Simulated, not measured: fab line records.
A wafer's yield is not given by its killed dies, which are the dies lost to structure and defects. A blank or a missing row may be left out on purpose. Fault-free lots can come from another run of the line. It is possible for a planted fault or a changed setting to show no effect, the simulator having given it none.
Which tool was responsible? / flow berkeley cmos170 / Sampling: 14 lots, 42 wafers, 2 of 331 route steps

== WHAT EACH GAUGE READ, for each wafer ==
UCB170_PWELL_THK_MEAS_06. Usual: PWELL_NITRIDE_THK gives 219.4 nm (standard deviation 2).
lot=L341; measured=day 3 01:01; on=film metro-01; PWELL_NITRIDE_THK (nm)=221.1 220.8 219.9; flag=
lot=L345; measured=day 3 13:05; on=film metro-01; PWELL_NITRIDE_THK (nm)=221.3 221.6 220.4; flag=
lot=L347; measured=day 4 05:48; on=film metro-03; PWELL_NITRIDE_THK (nm)=220.1 220.0 218.0; flag=
lot=L349; measured=day 4 14:05; on=film metro-01; PWELL_NITRIDE_THK (nm)=217.3 218.2 216.6; flag=
lot=L351; measured=day 4 22:34; on=film metro-01; PWELL_NITRIDE_THK (nm)=220.3 219.1 221.4; flag=
lot=L353; measured=day 5 20:00; on=film metro-02; PWELL_NITRIDE_THK (nm)=223.1 221.7 222.6; flag=
lot=L355; measured=day 5 20:05; on=film metro-01; PWELL_NITRIDE_THK (nm)=220.7 221.0 220.4; flag=
lot=L356; measured=day 6 03:37; on=film metro-02; PWELL_NITRIDE_THK (nm)=219.4 219.0 219.2; flag=
lot=L357; measured=day 6 13:09; on=film metro-03; PWELL_NITRIDE_THK (nm)=218.1 219.8 219.1; flag=
lot=L358; measured=day 6 18:34; on=film metro-02; PWELL_NITRIDE_THK (nm)=220.4 220.4 219.3; flag=
lot=L359; measured=day 6 18:34; on=film metro-03; PWELL_NITRIDE_THK (nm)=220.8 220.8 220.8; flag=
lot=L360; measured=day 6 23:31; on=film metro-02; PWELL_NITRIDE_THK (nm)=215.6 216.9 215.7; flag=
lot=L361; measured=day 6 23:31; on=film metro-03; PWELL_NITRIDE_THK (nm)=221.0 221.6 222.8; flag=
lot=L364; measured=day 7 19:50; on=film metro-03; PWELL_NITRIDE_THK (nm)=219.5 219.4 217.3; flag=

UCB170_PWELL_OVL_MEAS_13. Usual: PWELL_OVL gives -1 nm (standard deviation 4.6).
lot=L341; measured=day 3 02:14; on=overlay-02; PWELL_OVL (nm)=2 -9 -1; flag=
lot=L345; measured=day 3 13:59; on=overlay-01; PWELL_OVL (nm)=7 1 5; flag=
lot=L347; measured=day 4 07:14; on=overlay-02; PWELL_OVL (nm)=-4 -1 1; flag=
lot=L349; measured=day 4 16:14; on=overlay-02; PWELL_OVL (nm)=7 6 3; flag=
lot=L351; measured=day 4 23:45; on=overlay-01; PWELL_OVL (nm)=-5 -3 -6; flag=
lot=L353; measured=day 5 21:18; on=overlay-02; PWELL_OVL (nm)=-2 2 3; flag=
lot=L355; measured=day 5 21:43; on=overlay-01; PWELL_OVL (nm)=5 -7 -4; flag=
lot=L356; measured=day 6 05:40; on=overlay-02; PWELL_OVL (nm)=-2 -6 -5; flag=
lot=L357; measured=day 6 14:10; on=overlay-02; PWELL_OVL (nm)=-4 0 2; flag=
lot=L358; measured=day 6 19:56; on=overlay-01; PWELL_OVL (nm)=-5 10 3; flag=
lot=L359; measured=day 6 20:01; on=overlay-02; PWELL_OVL (nm)=-2 -4 -1; flag=
lot=L360; measured=day 7 01:42; on=overlay-02; PWELL_OVL (nm)=-3 1 0; flag=
lot=L361; measured=day 7 01:35; on=overlay-01; PWELL_OVL (nm)=0 3 0; flag=
lot=L364; measured=day 7 21:41; on=overlay-02; PWELL_OVL (nm)=-6 -9 -5; flag=

== WHAT TOOL EACH LOT RAN ON (gives the tool, then ch and the chambers of the sampled wafers, and finally the start) ==
The record shows no process step preceding these readings.

== AS READ BY THE TOOLS THEMSELVES (means over the sampled wafers that have a number; for cases with no such wafer, the mark the record gives instead) ==
The record holds no such reading with a usual standard deviation.

== THE ANSWER, worked out from the rows above alone ==
Rule: a lot counts as off when the mean over its wafers that have a number is more than 3 standard deviations away from the usual mean. Also off: a lot with no number at a reading for which 4 or more lots have one. Where the step has rows for the other lots, those lots are counted as sound. Order of review: gauges by route order, followed by the tools' own readings, for which a lot's mean as printed above is used. At the first step where some lot is off, the reading lying furthest off is the one used; lots without a number count as furthest.
No lot is off on any of the readings shown, so nothing can be concluded from this.

== WHAT THE SIMULATOR PUT IN ==
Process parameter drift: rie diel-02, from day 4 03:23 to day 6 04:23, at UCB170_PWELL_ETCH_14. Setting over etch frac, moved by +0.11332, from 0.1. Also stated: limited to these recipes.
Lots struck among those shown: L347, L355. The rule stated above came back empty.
